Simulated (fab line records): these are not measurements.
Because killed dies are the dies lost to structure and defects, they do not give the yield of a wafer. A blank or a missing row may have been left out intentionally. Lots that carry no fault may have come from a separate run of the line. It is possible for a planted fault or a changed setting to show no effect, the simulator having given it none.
fab line records	flow berkeley_cmos170
record lots=14	wafers=42	last_day=11
route steps=331 shown PSD@206 M2@272 V2@293
lots that met no fault: from a run of the same line without faults
start_h: hours from the record's opening day to when the first of the lot's shown wafers began	wait_h: hours elapsed since this lot's preceding step	" as in the row above	L1.1+2: one row covering several wafers at once	- no value present, or no start provided	* or withheld: withheld	< > ~ a bound
route shown NAME@n: NAME is a module with steps in the file, n the number in the route of the first one	usual: mean/standard deviation of fault-free wafers	same: alike in all rows	chamber/n: place in a boat	sites: each site's reading	_std_site: their standard deviation	_edge_site: outer sites' mean less inner sites'	radius_mm: how far each site lies from the wafer's centre	mask NAME#n: copy n	behind: the tool/chamber that last shaped the wafer	hold: why the lot went on hold/how many hours it stayed there/how the hold came to an end	device: which transistor (n, p or np) failed to switch	end of line: tests of these same wafers at the route's end	step lacking rows: just its recipe	killed: the dies lost at the first sort to structure and to defects; this is not the yield of the wafer	map: a wafer's dies, marking killed ones x, the rest . and places with no die _
set.NAME: setting as actually run; set.NAME@STEP: the setting as run at that earlier step	model.NAME: the simulator's own value behind a step, which no gauge read
route steps across a sampled set of lots; one table per step, one row per wafer
services: a tool's chamber out of use, with start hour (start_h, from the record's first day; less than 0 if before it), hours out, and reason
## steps
# step UCB170_SDANNEAL_RS_MEAS_02
# recipe thk_meas_gauge=four-point-probe
# usual PSD_RS=75.5/0.31
lot.wafer	tool	chamber	start_h	wait_h	PSD_RS[ohm/sq]
L854.1	film_metro-03	-	151.26	0.0	75.5
L854.2	"	-	"	"	75.1
L854.3	"	-	"	"	75.3
L853.1	film_metro-02	-	151.84	0.0	75.8
L853.2	"	-	"	"	75.9
L853.3	"	-	"	"	75.8
L857.1	film_metro-03	-	164.90	0.0	75.4
L857.2	"	-	"	"	75.9
L857.4	"	-	"	"	75.9
L859.1	film_metro-01	-	176.66	0.1	75.6
L859.3	"	-	"	"	75.6
L859.6	"	-	"	"	75.6
L861.1	film_metro-02	-	189.16	0.1	75.2
L861.4	"	-	"	"	75.1
L861.5	"	-	"	"	75.1
L863.1	film_metro-01	-	199.46	0.0	75.1
L863.4	"	-	"	"	74.8
L863.5	"	-	"	"	75.4
L862.1	film_metro-03	-	199.64	0.0	75.6
L862.2	"	-	"	"	75.5
L862.6	"	-	"	"	75.7
L866.1	film_metro-03	-	200.12	0.1	75.4
L866.3	"	-	"	"	75.5
L866.6	"	-	"	"	75.6
L868.1	film_metro-03	-	214.12	0.0	75.4
L868.5	"	-	"	"	75.0
L868.6	"	-	"	"	75.1
L871.2	film_metro-03	-	214.93	0.1	75.2
L871.4	"	-	"	"	75.2
L871.5	"	-	"	"	75.1
L870.1	film_metro-01	-	215.19	0.2	75.4
L870.5	"	-	"	"	75.9
L870.6	"	-	"	"	75.7
L875.1	film_metro-03	-	237.05	0.1	75.0
L875.2	"	-	"	"	75.2
L875.4	"	-	"	"	75.0
L873.1	film_metro-03	-	237.53	0.1	75.5
L873.2	"	-	"	"	75.5
L873.6	"	-	"	"	75.7
L874.1	film_metro-03	-	242.02	0.0	75.7
L874.2	"	-	"	"	75.6
L874.4	"	-	"	"	75.6
# step UCB170_M2_SPUTTER_01
# recipe material=Al	target_thk_nm=900	time_s=120	power_w=6000	chamber_pressure_pa=0.5
# usual throttle_valve_pct=30.1/1.1
lot.wafer	tool	chamber	start_h	wait_h	throttle_valve_pct
L854.1	pvd_sputter-01	-	165.28	0.0	30.7
L854.2	"	-	"	"	31.6
L854.3	"	-	"	"	30.7
L853.1	pvd_sputter-04	-	169.63	0.0	29.5
L853.2	"	-	"	"	32.1
L853.3	"	-	"	"	28.5
L857.1	pvd_sputter-04	-	181.82	0.0	29.6
L857.2	"	-	"	"	30.2
L857.4	"	-	"	"	32.3
L859.1	pvd_sputter-03	-	195.73	0.0	28.9
L859.3	"	-	"	"	29.6
L859.6	"	-	"	"	28.6
L861.1	pvd_sputter-04	-	208.11	0.0	29.7
L861.4	"	-	"	"	28.6
L861.5	"	-	"	"	29.6
L862.1	pvd_sputter-01	-	214.68	0.0	31.8
L862.2	"	-	"	"	30.9
L862.6	"	-	"	"	31.6
L863.1	pvd_sputter-04	-	214.86	0.0	28.6
L863.4	"	-	"	"	29.6
L863.5	"	-	"	"	29.4
L863.1	pvd_sputter-04	-	215.11	0.2	28.4
L863.4	"	-	"	"	29.6
L863.5	"	-	"	"	29.9
L866.1	pvd_sputter-01	-	215.03	0.0	30.4
L866.3	"	-	"	"	30.8
L866.6	"	-	"	"	31.5
L866.1	pvd_sputter-01	-	215.28	0.2	30.2
L866.3	"	-	"	"	30.8
L866.6	"	-	"	"	31.6
L868.1	pvd_sputter-04	-	231.71	0.0	32.3
L868.5	"	-	"	"	28.3
L868.6	"	-	"	"	29.7
L870.1	pvd_sputter-04	-	235.95	0.0	29.7
L870.5	"	-	"	"	28.4
L870.6	"	-	"	"	29.7
L871.2	pvd_sputter-01	-	236.31	0.0	31.1
L871.4	"	-	"	"	28.9
L871.5	"	-	"	"	31.5
L875.1	pvd_sputter-03	-	252.04	0.0	30.4
L875.2	"	-	"	"	29.7
L875.4	"	-	"	"	28.7
L873.1	pvd_sputter-04	-	252.32	0.0	29.6
L873.2	"	-	"	"	30.1
L873.6	"	-	"	"	32.0
L874.1	pvd_sputter-03	-	259.86	0.0	28.9
L874.2	"	-	"	"	29.7
L874.4	"	-	"	"	29.3
# step UCB170_M2_RS_MEAS_02
# recipe thk_meas_gauge=four-point-probe	reads=Al_of_M2_SPUTTER_01
# usual M2_AL_RS=0.03237/0.00027
lot.wafer	tool	chamber	start_h	wait_h	M2_AL_RS[ohm/sq]
L854.1	film_metro-01	-	165.37	0.0	0.03233
L854.2	"	-	"	"	0.03211
L854.3	"	-	"	"	0.03235
L853.1	film_metro-02	-	169.71	0.0	0.03249
L853.2	"	-	"	"	0.03226
L853.3	"	-	"	"	0.03197
L857.1	film_metro-01	-	181.91	0.0	0.03242
L857.2	"	-	"	"	0.03186
L857.4	"	-	"	"	0.03237
L859.1	film_metro-02	-	195.81	0.0	0.03242
L859.3	"	-	"	"	0.03258
L859.6	"	-	"	"	0.0324
L861.1	film_metro-04	-	208.20	0.0	0.03264
L861.4	"	-	"	"	0.0325
L861.5	"	-	"	"	0.03283
L862.1	film_metro-04	-	214.82	0.1	0.03206
L862.2	"	-	"	"	0.03208
L862.6	"	-	"	"	0.03199
L863.1	film_metro-04	-	215.30	0.2	0.01616
L863.4	"	-	"	"	0.01638
L863.5	"	-	"	"	0.01628
L866.1	film_metro-04	-	215.36	0.0	0.01593
L866.3	"	-	"	"	0.01594
L866.6	"	-	"	"	0.016
L868.1	film_metro-02	-	231.79	0.0	0.03271
L868.5	"	-	"	"	0.03223
L868.6	"	-	"	"	0.03285
L870.1	film_metro-04	-	236.04	0.0	0.03191
L870.5	"	-	"	"	0.03203
L870.6	"	-	"	"	0.03234
L871.2	film_metro-02	-	236.41	0.1	0.03242
L871.4	"	-	"	"	0.03234
L871.5	"	-	"	"	0.03226
L875.1	film_metro-01	-	252.12	0.0	0.03245
L875.2	"	-	"	"	0.03248
L875.4	"	-	"	"	0.03262
L873.1	film_metro-01	-	252.41	0.0	0.03265
L873.2	"	-	"	"	0.03234
L873.6	"	-	"	"	0.03265
L874.1	film_metro-04	-	259.95	0.0	0.03263
L874.2	"	-	"	"	0.03284
L874.4	"	-	"	"	0.03276
# step UCB170_M2_THK_MEAS_03
# recipe thk_meas_gauge=xrf	reads=Al_of_M2_SPUTTER_01
# usual M2_AL_THK=903/8.1
lot.wafer	tool	chamber	start_h	wait_h	M2_AL_THK[nm]
L854.1	film_metro-01	-	165.49	0.1	911
L854.2	"	-	"	"	918
L854.3	"	-	"	"	909
L853.1	film_metro-02	-	169.83	0.1	896
L853.2	"	-	"	"	906
L853.3	"	-	"	"	911
L857.1	film_metro-01	-	182.03	0.1	908
L857.2	"	-	"	"	921
L857.4	"	-	"	"	905
L859.1	film_metro-02	-	195.93	0.1	899
L859.3	"	-	"	"	896
L859.6	"	-	"	"	901
L861.1	film_metro-04	-	208.32	0.1	892
L861.4	"	-	"	"	900
L861.5	"	-	"	"	887
L862.1	film_metro-04	-	214.94	0.1	908
L862.2	"	-	"	"	908
L862.6	"	-	"	"	913
L863.1	film_metro-04	-	215.42	0.1	1793
L863.4	"	-	"	"	1772
L863.5	"	-	"	"	1783
L866.1	film_metro-04	-	215.48	0.1	1821
L866.3	"	-	"	"	1810
L866.6	"	-	"	"	1813
L868.1	film_metro-02	-	231.91	0.1	895
L868.5	"	-	"	"	898
L868.6	"	-	"	"	889
L870.1	film_metro-04	-	236.16	0.1	919
L870.5	"	-	"	"	908
L870.6	"	-	"	"	906
L871.2	film_metro-02	-	236.52	0.1	905
L871.4	"	-	"	"	898
L871.5	"	-	"	"	912
L875.1	film_metro-01	-	252.24	0.1	910
L875.2	"	-	"	"	904
L875.4	"	-	"	"	901
L873.1	film_metro-01	-	252.53	0.1	904
L873.2	"	-	"	"	912
L873.6	"	-	"	"	910
L874.1	film_metro-04	-	260.07	0.1	889
L874.2	"	-	"	"	886
L874.4	"	-	"	"	891
# step UCB170_M2_METAL_ETCH_18
# recipe chemistry=Cl2/BCl3	target=Al	stop_on=SiO2	pressure_mtorr=12	target_depth_a=11700	over_etch_frac=0.3	time_s=195	icp_w=600	bias_w=120	Cl2_flow_sccm=90	bcl3_flow_sccm=45
# usual bcl3_flow_sccm=45.02/0.14	drypump_motor_current_A=5.9/0.48	oes_product_au=0.847/0.017	rf_fwd_power_W=598.0/2.1	throttle_valve_pct=24.33/0.14
lot.wafer	tool	chamber	start_h	wait_h	bcl3_flow_sccm	drypump_motor_current_A	oes_product_au	rf_fwd_power_W	rf_hours_counter_h	throttle_valve_pct
L854.1	rie_metal-04	0	167.51	-	45.03	6.5	0.850	599.9	0	24.27
L854.2	"	1	"	"	45.13	5.8	0.861	599.8	6	24.23
L854.3	"	1	"	"	45.02	5.9	0.858	598.1	-	24.24
L853.1	rie_metal-01	1	173.61	-	45.28	6.0	0.840	595.6	5	24.21
L853.2	"	0	"	"	45.12	5.9	0.828	599.3	2	24.54
L853.3	"	0	"	"	45.08	5.9	0.831	597.3	-	24.51
L857.1	rie_metal-01	0	184.61	-	45.00	5.9	0.834	597.3	3	24.54
L857.2	"	1	"	"	45.09	6.0	0.846	597.9	5	24.21
L857.4	"	0	"	"	45.20	5.9	0.814	600.0	-	24.53
L859.1	rie_metal-01	1	198.97	-	44.88	6.0	0.840	597.7	5	24.21
L859.3	"	1	"	"	44.87	6.0	0.835	599.3	-	24.22
L859.6	"	1	"	"	45.13	6.0	0.828	595.5	-	24.21
L861.1	rie_metal-03	0	213.53	-	45.02	5.2	0.862	593.0	6	24.27
L861.4	"	0	"	"	44.93	5.2	0.869	592.4	-	24.27
L861.5	"	0	"	"	45.04	5.2	0.863	593.6	-	24.26
L862.1	rie_metal-01	0	217.17	-	44.86	5.8	0.827	597.7	3	24.53
L862.2	"	1	"	"	45.13	6.0	0.840	599.3	7	24.20
L862.6	"	1	"	"	45.08	5.9	0.834	600.5	-	24.21
L863.1	rie_metal-03	0	217.51	-	44.99	5.2	1.021	596.8	7	24.17
L863.4	"	1	"	"	44.83	6.6	0.962	600.1	-	24.52
L863.5	"	1	"	"	44.78	6.5	0.962	599.3	-	24.51
L866.1	rie_metal-04	0	217.66	-	45.01	6.5	1.005	598.1	1	24.21
L866.3	"	1	"	"	45.13	5.8	1.022	598.7	-	24.15
L866.6	"	0	"	"	45.09	6.5	0.998	597.7	-	24.20
L868.1	rie_metal-03	1	234.53	-	45.16	6.6	0.816	595.9	1	24.57
L868.5	"	0	"	"	44.96	5.2	0.863	591.3	-	24.27
L868.6	"	1	"	"	45.30	6.6	0.815	597.7	-	24.58
L870.1	rie_metal-03	0	238.02	-	45.19	5.2	0.877	596.9	7	24.27
L870.5	"	0	"	"	44.97	5.2	0.866	597.6	-	24.25
L870.6	"	1	"	"	44.90	6.6	0.832	600.8	-	24.58
L871.2	rie_metal-04	1	238.34	-	44.76	5.8	0.854	597.0	8	24.25
L871.4	"	0	"	"	45.00	6.5	0.853	599.4	-	24.26
L871.5	"	1	"	"	44.86	5.8	0.863	597.7	-	24.24
L875.1	rie_metal-04	1	254.22	-	45.08	5.7	0.854	598.9	9	24.23
L875.2	"	0	"	"	44.84	6.5	0.846	596.3	3	24.26
L875.4	"	1	"	"	45.13	5.8	0.859	601.3	-	24.25
L873.1	rie_metal-03	0	254.57	-	45.10	5.2	0.862	596.3	8	24.27
L873.2	"	1	"	"	44.95	6.6	0.817	596.5	1	24.57
L873.6	"	1	"	"	44.96	6.6	0.824	595.8	-	24.57
L874.1	rie_metal-04	0	263.06	-	45.36	6.4	0.852	596.3	3	24.25
L874.2	"	1	"	"	45.06	5.8	0.853	597.6	9	24.24
L874.4	"	0	"	"	45.14	6.4	0.845	600.8	-	24.27
# step UCB170_V2_THK_MEAS_01
# recipe reads=SiO2_of_V2_CVD_00
# usual V2_TEOS_THK=2011/26
lot.wafer	tool	chamber	start_h	wait_h	V2_TEOS_THK[nm]
L854.1	film_metro-02	-	168.07	0.1	2011
L854.2	"	-	"	"	2024
L854.3	"	-	"	"	2020
L853.1	film_metro-03	-	174.17	0.1	1985
L853.2	"	-	"	"	1995
L853.3	"	-	"	"	1946
L857.1	film_metro-04	-	185.17	0.1	1997
L857.2	"	-	"	"	1960
L857.4	"	-	"	"	2001
L859.1	film_metro-04	-	199.85	0.1	2035
L859.3	"	-	"	"	2017
L859.6	"	-	"	"	2047
L861.1	film_metro-04	-	214.28	0.1	1999
L861.4	"	-	"	"	2000
L861.5	"	-	"	"	2028
L862.1	film_metro-03	-	217.74	0.1	1978
L862.2	"	-	"	"	2011
L862.6	"	-	"	"	2045
L868.1	film_metro-03	-	235.09	0.1	2014
L868.5	"	-	"	"	2026
L868.6	"	-	"	"	2051
L870.1	film_metro-02	-	238.58	0.1	2007
L870.5	"	-	"	"	2042
L870.6	"	-	"	"	1996
L871.2	film_metro-04	-	238.91	0.1	1993
L871.4	"	-	"	"	2021
L871.5	"	-	"	"	2021
L875.1	film_metro-03	-	254.78	0.1	1972
L875.2	"	-	"	"	2012
L875.4	"	-	"	"	2010
L873.1	film_metro-03	-	255.13	0.1	1979
L873.2	"	-	"	"	1993
L873.6	"	-	"	"	2024
L874.1	film_metro-02	-	263.62	0.1	1978
L874.2	"	-	"	"	1986
L874.4	"	-	"	"	2031
# step UCB170_V2_CMP_02
# recipe material=SiO2	down_force_psi=6	platen_rpm=60	pad_velocity_m_s=0.75398
# usual motor_current_A=16.3/1.4
lot.wafer	tool	chamber	start_h	wait_h	motor_current_A
L854.2	cmp-01	3	168.18	0.1	17.3
L854.1	"	0	"	"	14.9
L854.3	"	1	"	"	15.2
L853.3	cmp-01	0	174.23	0.0	14.1
L853.1	"	2	"	"	16.0
L853.2	"	3	"	"	16.9
L857.1	cmp-01	1	185.23	0.1	16.4
L857.2	"	2	"	"	16.4
L857.4	"	3	"	"	17.1
L859.1	cmp-01	0	199.91	0.1	14.7
L859.3	"	3	"	"	17.4
L859.6	"	0	"	"	14.3
L861.4	cmp-01	0	214.34	0.0	13.8
L861.1	"	1	"	"	16.2
L861.5	"	0	"	"	13.8
L862.1	cmp-02	1	217.90	0.1	14.3
L862.2	"	2	"	"	18.5
L862.6	"	3	"	"	16.2
L868.1	cmp-01	2	235.15	0.1	16.5
L868.6	"	2	"	"	16.4
L868.5	"	3	"	"	17.6
L870.1	cmp-01	0	238.74	0.1	14.5
L870.6	"	2	"	"	16.9
L870.5	"	3	"	"	16.6
L871.4	cmp-02	1	238.96	0.0	13.2
L871.2	"	3	"	"	15.8
L871.5	"	2	"	"	18.2
L875.2	cmp-01	1	254.84	0.0	16.5
L875.4	"	2	"	"	16.1
L875.1	"	3	"	"	17.2
L873.2	cmp-02	3	255.19	0.0	16.4
L873.1	"	2	"	"	19.1
L873.6	"	3	"	"	15.7
L874.1	cmp-02	1	263.68	0.1	15.0
L874.4	"	3	"	"	16.2
L874.2	"	0	"	"	18.1
## services
tool	chamber	start_h	hours	kind
rie_metal-04	0	142.80	-	clean
rie_metal-04	0	142.80	17.8	scheduled_down
rie_metal-04	0	142.80	17.8	vent_cycle
cmp-02	-	143.95	0.3	repair
cmp-02	-	144.41	2.1	repair
pvd_sputter-01	-	149.69	1.0	repair
pvd_sputter-04	-	152.80	1.4	repair
cmp-01	-	165.71	1.1	repair
pvd_sputter-03	-	181.74	4.0	repair
rie_metal-03	1	188.90	-	clean
rie_metal-03	1	188.90	26.3	scheduled_down
rie_metal-03	1	188.90	26.3	vent_cycle
rie_metal-01	0	196.42	20.0	repair
pvd_sputter-01	-	199.58	10.5	repair
cmp-01	-	206.32	1.5	repair
rie_metal-01	-	208.52	0.2	repair
cmp-01	-	215.03	1.7	repair
cmp-01	-	216.70	5.3	pm
pvd_sputter-03	-	229.01	1.3	repair
cmp-02	-	232.02	4.0	pm
cmp-02	-	236.02	-	consumable_replace:conditioner
cmp-02	-	236.02	-	consumable_replace:pad
cmp-01	-	244.99	9.1	repair
pvd_sputter-01	-	263.51	1.1	repair
## key
first_sign step=UCB170_M2_SPUTTER_01	reading=visit	direction=added
effect step=UCB170_M2_RS_MEAS_02	reading=M2_AL_RS	direction=down	sigmas=61	usual=0.03237	struck=0.01611
effect step=UCB170_M2_THK_MEAS_03	reading=M2_AL_THK	direction=up	sigmas=99+	usual=903	struck=1799
effect step=UCB170_M2_METAL_ETCH_18	reading=oes_product_au	direction=up	sigmas=8.7	usual=0.847	struck=0.995
met_at UCB170_M2_SPUTTER_01
struck_lots L863,L866
later_rows_left_out L863.1,L863.4,L863.5,L866.1,L866.3,L866.6
sort_left_out L863.1,L863.4,L863.5,L866.1,L866.3,L866.6
not_acting_at UCB170_SDANNEAL_RS_MEAS_02,UCB170_V2_THK_MEAS_01,UCB170_V2_CMP_02
fault kind=repeated_step_whole	tool=pvd_sputter-01,pvd_sputter-03,pvd_sputter-04	chamber=-	onset_h=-	steps=UCB170_M2_SPUTTER_01	times=1	scope=struck_lots_only
# sort_left_out: the simulated sort isn't trusted on such a fault, so these wafers' sort isn't shown, and their yield isn't known
# later_rows_left_out: the simulator's readings of these wafers behind a module that went badly wrong aren't trusted and aren't shown, but for the sort
